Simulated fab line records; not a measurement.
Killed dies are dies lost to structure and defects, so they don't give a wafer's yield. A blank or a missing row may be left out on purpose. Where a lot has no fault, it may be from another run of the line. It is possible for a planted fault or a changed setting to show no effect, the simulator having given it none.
Matching of chambers    flow rit_cmos    rie_si-01 running RIT_GATE_ETCH_19: 4 sister chambers
The step etches poly-Si in SF6/CHF3/O2, stops on SiO2, time 165 s, target depth 312.5 nm. 4 wafers are shown with their chamber, then 7 later ones without.

EACH WAFER AND ITS CHAMBER
wafer   chamber  drypump_motor_current_A (A)
L971.1  0        4.9
L974.6  2        6.1
L975.2  3        5.9
L975.4  1        5.5

WAFERS MISSING THEIR CHAMBER
wafer   drypump_motor_current_A (A)
L975.5  6.0
L977.3  6.1
L977.5  5.9
L977.6  4.9
L979.2  5.5
L979.5  4.9
L979.6  6.0

EACH ONE'S CHAMBER
wafer   from the rows above      in truth
L975.5  can't be placed: 2 or 3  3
L977.3  2                        2
L977.5  3                        3
L977.6  0                        0
L979.2  1                        1
L979.5  0                        0
L979.6  can't be placed: 2 or 3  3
5 of 7 placed correctly. Cannot be placed on the basis of these rows: 2; the candidates contain the true chamber in 2. Wrongly placed: 0.
How it was worked out, from the rows above alone: a wafer's distance from a chamber is the root of the sum, over the readings, of the square of ((its reading less the chamber's mean) divided by the reading's scatter). The wafer belongs to the nearest chamber; if the next one is less than 2 further off, it can't be placed. For every chamber, the mean is computed from those of its wafers that are shown. The scatter: root of mean squared gap, hidden wafer to nearest shown wafer, with one shown wafer a chamber.
